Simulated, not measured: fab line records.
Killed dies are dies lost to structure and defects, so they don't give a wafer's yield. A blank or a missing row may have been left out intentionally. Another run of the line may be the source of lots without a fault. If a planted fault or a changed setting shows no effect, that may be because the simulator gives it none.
Comparing a struck lot with a sound one :: flow rit-cmos :: 29 steps out of a route of 202
Sound: these wafers, L491.1, L491.2, L491.5. Wafers struck: L494.3, L494.4, L494.6. At the end, the cause is stated.
Per side, at each step with rows, come the tool, then ch with its chambers, and then its first start. Under that, the readings that differ: sound wafers :: struck wafers :: difference of the means :: sigmas: that difference in standard deviations of wafers without a fault.
alike: same words and numbers on both sides, and readings whose means sit less than 2 such deviations apart. not compared: any withheld reading, any reading some wafer has no value for, any bound like >300 that may hide the same value, and any number with overlapping values for which the record gives no deviation.
The two part at a step that has a row with sigmas, a row that says differs or no value, or rows on one side only. Non-overlapping numbers with no deviation appear without sigmas and do not part them. A reading that every wafer of one side lacks parts them only if that side has two wafers or more.

RIT_FOX2_THK_MEAS_01:
  sound: film-metro-01 at day 3 02:01; struck: film-metro-01 at day 3 21:40
  alike: FOX2_OXIDE_THK
then, 2 steps without rows for these wafers: RIT_FOX2_CLEAN_02 (cleans in dHF, time 180 s); RIT_FOX2_WET_ETCH_03 (etches Si3N4 in H3PO4, target depth 195 nm, time 2700 s).
RIT_FOX2_THK_MEAS_90:
  sound: film-metro-03 at day 3 02:54; struck: film-metro-03 at day 3 22:32
  alike: FIELD_OXIDE_LEFT_1_THK
then, 6 steps without rows for these wafers: RIT_NWELL_HMDS_00 (prime time 60 s); RIT_NWELL_COAT_01 (resist thk 1300 nm); RIT_NWELL_SOFTBAKE_02 (time 60 s); RIT_NWELL_EXPOSE_03 (exposes mask M2, target cd 43900 nm); RIT_NWELL_PEB_04; RIT_NWELL_DEVELOP_05 (develop time 68 s).
RIT_NWELL_OVL_MEAS_06:
  sound: overlay-02 at day 3 04:03; struck: overlay-01 at day 3 23:29
  alike: NWELL_OVL
then, 1 step without rows for these wafers: RIT_NWELL_HARDBAKE_07 (time 120 s).
RIT_NWELL_IMPLANT_08:
  sound on implanter-04 ch 0, day 3 04:20; struck on implanter-04 ch 0, day 3 23:48
reading: dose-ions-cm2
sound: 4.998e+13 5.007e+13 5.007e+13
struck: 4.806e+13 4.803e+13 4.792e+13
difference: -2.037e+12
sigmas: -36
  alike: end-station-pressure-torr, faraday-current-uA
RIT_NWELL_STRIP_09: strips in O2, time 180 s.
  sound on plasma-asher-04 ch 0,1, day 3 04:29; struck on plasma-asher-04 ch 0,1, day 3 23:58
  alike: drypump-motor-current-A
  not compared: rf-hours-counter-h
RIT_NWELL_TW_MEAS_10:
  sound: film-metro-01 at day 3 04:40; struck: film-metro-04 at day 4 00:06
  alike: NWELL_TW
then, 6 steps without rows for these wafers: RIT_PWELL_HMDS_00 (prime time 60 s); RIT_PWELL_COAT_01 (resist thk 1300 nm); RIT_PWELL_SOFTBAKE_02 (time 60 s); RIT_PWELL_EXPOSE_03 (exposes mask M3, target cd 43700 nm); RIT_PWELL_PEB_04; RIT_PWELL_DEVELOP_05 (develop time 68 s).
RIT_PWELL_OVL_MEAS_06:
  sound: overlay-01 at day 3 05:43; struck: overlay-01 at day 4 01:09
  alike: PWELL_OVL
then, 2 steps without rows for these wafers: RIT_PWELL_HARDBAKE_07 (time 120 s); RIT_PWELL_IMPLANT_08.
RIT_PWELL_STRIP_09: strips in O2, time 180 s.
  sound on plasma-asher-02 ch 0,1, day 3 06:10; struck on plasma-asher-03 ch 0,1, day 4 01:38
  alike: drypump-motor-current-A
  not compared: rf-hours-counter-h
RIT_PWELL_TW_MEAS_10:
  sound: film-metro-02 at day 3 06:20; struck: film-metro-01 at day 4 01:46
  alike: PWELL_TW
then, 1 step without rows for these wafers: RIT_WELLDRIVE_ANNEAL_00 (time 14700 s).
RIT_WELLDRIVE_RS_MEAS_01: uses a four-point probe to measure.
  sound: film-metro-01 at day 3 14:14; struck: film-metro-04 at day 4 08:42
reading: NWELL_RS (ohm/sq)
sound: 276.1 275.5 275.3
struck: 282.1 282.8 282.9
difference: +7.0
sigmas: +8
RIT_WELLDRIVE_RS_MEAS_02: uses a four-point probe to measure.
  sound: film-metro-01 at day 3 14:21; struck: film-metro-04 at day 4 08:49
  alike: PWELL_RS

## WHERE THEY PART
At RIT_NWELL_IMPLANT_08 first; at RIT_WELLDRIVE_RS_MEAS_01 last (within this record only). Later steps at which nothing parts them and some readings are alike: RIT_WELLDRIVE_RS_MEAS_02.

WHY: whatever the simulator had introduced
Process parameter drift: implanter-04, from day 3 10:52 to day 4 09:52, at RIT_NWELL_IMPLANT_08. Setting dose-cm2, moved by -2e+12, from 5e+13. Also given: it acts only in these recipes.
